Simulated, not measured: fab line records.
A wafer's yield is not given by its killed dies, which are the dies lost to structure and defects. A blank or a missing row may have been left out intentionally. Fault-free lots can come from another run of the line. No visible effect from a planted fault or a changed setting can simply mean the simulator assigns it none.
Which tool was responsible?    flow berkeley-cmos170    Sampling: 7 lots, 21 wafers, 4 of 331 route steps

## WHAT THE GAUGES SHOWED, per wafer
UCB170_PSD_TW_MEAS_10.
lot   measured      on             PSD_TW
L750  day 8 02:55   film-metro-04  2314 2318 2310
L754  day 8 09:04   film-metro-01  2338 2337 2335
L757  day 9 03:07   film-metro-01  2345 2343 2339
L759  day 9 03:44   film-metro-02  2296 2286 2288
L765  day 10 12:05  film-metro-02  2139 2124 2132 2129 2120 2118
L768  day 11 12:22  film-metro-01  2328 2332 2323
L771  day 12 01:38  film-metro-02  2289 2279 2279

## TOOL THAT RAN EACH LOT (tool first, then ch and the chambers of the sampled wafers, then the start)
lot   UCB170_GATE_ETCH_14                 UCB170_PSD_IMPLANT_08            UCB170_PSD_STRIP_09
L750  rie-diel-04 ch 0,2,3, day 7 08:19   implanter-02 ch 0, day 8 02:42   plasma-asher-02 ch 0,1, day 8 02:50
L754  rie-diel-04 ch 0,2, day 7 21:51     implanter-04 ch 0, day 8 08:49   plasma-asher-03 ch 0,1, day 8 08:58
L757  rie-diel-02 ch 1,2,3, day 8 13:14   implanter-02 ch 0, day 9 02:52   plasma-asher-01 ch 0,1, day 9 03:00
L759  rie-diel-03 ch 0,2,3, day 8 13:32   implanter-01 ch 0, day 9 03:29   plasma-asher-03 ch 0,1, day 9 03:38
L765  rie-diel-03 ch 0,2,3, day 9 22:10   implanter-02 ch 0, day 10 11:41  plasma-asher-03 ch 0,1, day 10 11:59
L768  rie-diel-04 ch 0,1,2, day 11 01:20  implanter-04 ch 0, day 11 12:09  plasma-asher-02 ch 0,1, day 11 12:16
L771  rie-diel-03 ch 0,1,2, day 11 14:43  implanter-01 ch 0, day 12 01:23  plasma-asher-02 ch 0,1, day 12 01:32
- UCB170_GATE_ETCH_14: etches BARC in N2/H2.
- UCB170_PSD_IMPLANT_08
- UCB170_PSD_STRIP_09: strips in O2.

## THE ANSWER, worked out from the rows above alone
Rule: the usual values come from the lots themselves. The widest of any qualifying gaps counts: lots, ordered by their means at a reading, are off when they make up no more than a third of the lots, leave a main group of 4 or more, and stand apart from it by 3 or more times the standard deviation of that group's means. The tables above print the reading to a certain number of digits; a main group whose means all agree to those digits is not used. Also off: a lot with no number at a reading for which 4 or more lots have one. All remaining lots with rows at the step are treated as sound.
Off: L765, at UCB170_PSD_TW_MEAS_10 (PSD_TW). The main group has a mean of 2316 with a standard deviation of 23.
If a tool, at a process step before that reading, ran all the lots that are off and no sound lot after the first of them, it fits. Gauges at UCB170_PSD_TW_MEAS_10: tried the same way as those tools. Undecided on this evidence; 2 tools fit (implanter-02 at UCB170_PSD_IMPLANT_08, plasma-asher-03 at UCB170_PSD_STRIP_09).

## WHAT HAD BEEN PUT IN BY THE SIMULATOR
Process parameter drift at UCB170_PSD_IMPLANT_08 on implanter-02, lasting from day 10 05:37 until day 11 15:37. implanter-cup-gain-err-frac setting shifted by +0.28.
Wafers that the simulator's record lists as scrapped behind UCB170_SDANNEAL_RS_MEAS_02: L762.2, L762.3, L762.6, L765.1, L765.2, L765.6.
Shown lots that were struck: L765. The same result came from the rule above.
